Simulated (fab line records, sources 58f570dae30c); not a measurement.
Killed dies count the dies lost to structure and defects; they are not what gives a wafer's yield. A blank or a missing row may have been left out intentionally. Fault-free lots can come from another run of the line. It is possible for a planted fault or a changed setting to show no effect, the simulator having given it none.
What tool caused it? ; flow berkeleyCmos170 ; 8 lots with 24 wafers sampled at 2 steps, on a route of 331 steps

## WHAT THE GAUGES SHOWED, per wafer
UCB170_M2_THK_MEAS_03: measures by xrf.
lot;measured;on;M2_AL_THK (nm)
L469;day 9 05:58;filmMetro-03;882 909 885
L471;day 9 21:54;filmMetro-01;920 908 924
L475;day 10 04:28;filmMetro-04;930 942 937
L474;day 10 04:44;filmMetro-03;925 926 923
L480;day 10 21:19;filmMetro-01;906 917 919
L482;day 11 19:44;filmMetro-03;933 931 930
L486;day 12 15:33;filmMetro-01;872 906 902
L491;day 13 09:23;filmMetro-03;922 882 924

## TOOL THAT RAN EACH LOT (tool first, then ch and the chambers of the sampled wafers, then the start)
lot;UCB170_V1_STRIP_15
L469;plasmaAsher-02 ch 0,1, day 9 05:29
L471;plasmaAsher-03 ch 0,1, day 9 21:24
L475;plasmaAsher-03 ch 0,1, day 10 03:58
L474;plasmaAsher-03 ch 0,1, day 10 04:11
L480;plasmaAsher-02 ch 0,1, day 10 20:49
L482;plasmaAsher-03 ch 0,1, day 11 19:15
L486;plasmaAsher-03 ch 0,1, day 12 15:05
L491;plasmaAsher-02 ch 0,1, day 13 08:53
- UCB170_V1_STRIP_15: strips in O2.

## THE ANSWER, worked out from the rows above alone
Rule: the lots themselves supply what counts as usual. Put in order of their means at a reading, lots are off if they are a third of the lots or fewer, leave a main group of 4 or more, and stand apart from it by a gap of 3 or more times the standard deviation of the main group's means; of several such gaps the widest counts. A main group is skipped when, at the precision printed for the reading in the tables above, its means are all equal. A lot without any number at a reading at which 4 lots or more have one is off too. All remaining lots with rows at the step are treated as sound.
Nothing can be told from this: no lot is off at any reading shown.

## WHAT THE SIMULATOR HAD PUT IN
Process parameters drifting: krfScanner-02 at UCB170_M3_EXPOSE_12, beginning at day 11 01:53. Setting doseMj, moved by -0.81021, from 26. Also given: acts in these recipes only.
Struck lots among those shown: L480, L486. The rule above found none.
